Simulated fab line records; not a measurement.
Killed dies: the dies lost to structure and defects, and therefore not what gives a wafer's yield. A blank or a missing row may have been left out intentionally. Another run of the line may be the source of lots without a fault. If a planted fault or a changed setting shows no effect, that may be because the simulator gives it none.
Split-lot study	flow ritCmos	on a route of 202 steps: 5 lots, 23 wafers read

## THE SPLIT
At RIT_CONTACT_COAT_03 (resist thk 1000 nm), the setting resistThkNm was moved away from the recipe's 1000 nm on 8 of the 23 wafers read, by -5.4% to +1.7%. All remaining wafers had this setting at the recipe value.

## FROM THE SPLIT TO THE READING: what the file shows between them, 3 steps
- RIT_CONTACT_SOFTBAKE_04: time 60 s
- RIT_CONTACT_EXPOSE_05: exposes mask M11, target cd 1000 nm
- RIT_CONTACT_HARDBAKE_10: time 60 s

## THE READING
NOVOLAK_of_CONTACT_COAT_03.thkNm (the simulator's own value, which no gauge read), in nm, at RIT_CONTACT_ETCH_11 (etches SiO2 in CHF3/CF4/Ar, stops on TiSi2, target depth 480 nm, time 320 s). The file does not state a usual value for it. Average 769.4 nm, standard deviation 2.4 nm, over the 15 wafers here run with the recipe.

wafer	tool, chamber at the split	resistThkNm as run, nm	against the recipe	NOVOLAK_of_CONTACT_COAT_03.thkNm, nm	against lot-mates on the recipe
L075.1	lithoTrack-03, 0	945.6	-5.4%	721.1	-49.6
L075.2	lithoTrack-03, 0	945.6	-5.4%	722.5	-48.2
L075.3	lithoTrack-03, 0	1000	recipe	767.7	-
L075.4	lithoTrack-03, 0	945.6	-5.4%	716.5	-54.2
L075.6	lithoTrack-03, 0	1000	recipe	773.8	-
L076.2	lithoTrack-02, 0	1000	recipe	769.4	-
L076.3	lithoTrack-02, 0	1000	recipe	768.3	-
L076.4	lithoTrack-02, 0	1000	recipe	769	-
L076.5	lithoTrack-02, 0	1017	+1.7%	782.3	+13.4
L076.6	lithoTrack-02, 0	1017	+1.7%	782.4	+13.5
L078.1	lithoTrack-03, 0	1000	recipe	774.2	-
L078.2	lithoTrack-03, 0	1000	recipe	772	-
L078.3	lithoTrack-03, 0	1000	recipe	770.9	-
L078.4	lithoTrack-03, 0	1000	recipe	770.4	-
L078.6	lithoTrack-03, 0	1000	recipe	769.3	-
L083.1	lithoTrack-04, 0	1000	recipe	766.3	-
L083.3	lithoTrack-04, 0	972.1	-2.8%	741.8	-25.2
L083.4	lithoTrack-04, 0	972.1	-2.8%	743.5	-23.5
L083.5	lithoTrack-04, 0	972.1	-2.8%	744	-23.0
L083.6	lithoTrack-04, 0	1000	recipe	767.7	-
L085.2	lithoTrack-02, 0	1000	recipe	767.5	-
L085.5	lithoTrack-02, 0	1000	recipe	766	-
L085.6	lithoTrack-02, 0	1000	recipe	769	-

FIT RESULTS
A straight line over all 23 wafers: NOVOLAK_of_CONTACT_COAT_03.thkNm changes by +9 nm for each +1% of resistThkNm; r = +0.99; the points scatter about the line by 2.4 nm.
The same after taking each lot's own level away (the mean of its wafers on the recipe; 23 wafers): +9.07 nm for each +1%; r = +1.00; scatter 1.9 nm.
According to that fit, moving resistThkNm by its largest amount changes the reading by 49 nm.
Measured against the standard deviation above, the lots' own levels, which go from 767.00 to 771.36 nm, span 1.8 times it.
Consequently the slope shifts little with the lot-to-lot level, the two slopes agreeing.
Check: for one of the wafers moved furthest among these (-5.4%), held out of the fit, the line's prediction against its lot-mates is -49.5 nm. It came out at -49.6 nm against them.

## THE WHOLE CHAIN: every reading that the file lists as answering this split, in the file's order
step	what it does	reading	change (the file's fit)	r (the file's)
RIT_CONTACT_COAT_03	resist thk 1000 nm	NOVOLAK_of_CONTACT_COAT_03.thkNm (the simulator's own value, which no gauge read)	+10.3 nm for each +1% of the setting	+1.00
RIT_CONTACT_HARDBAKE_10	time 60 s	NOVOLAK_of_CONTACT_COAT_03.thkNm (the simulator's own value, which no gauge read)	+9.04 nm for each +1% of the setting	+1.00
RIT_CONTACT_ETCH_11	etches SiO2 in CHF3/CF4/Ar, stops on TiSi2, target depth 480 nm, time 320 s	NOVOLAK_of_CONTACT_COAT_03.thkNm (the simulator's own value, which no gauge read)	+9.08 nm for each +1% of the setting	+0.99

## THE FILE'S OWN FIT
NOVOLAK_of_CONTACT_COAT_03.thkNm changes by +9.08 nm for each +1% of resistThkNm, r = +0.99.
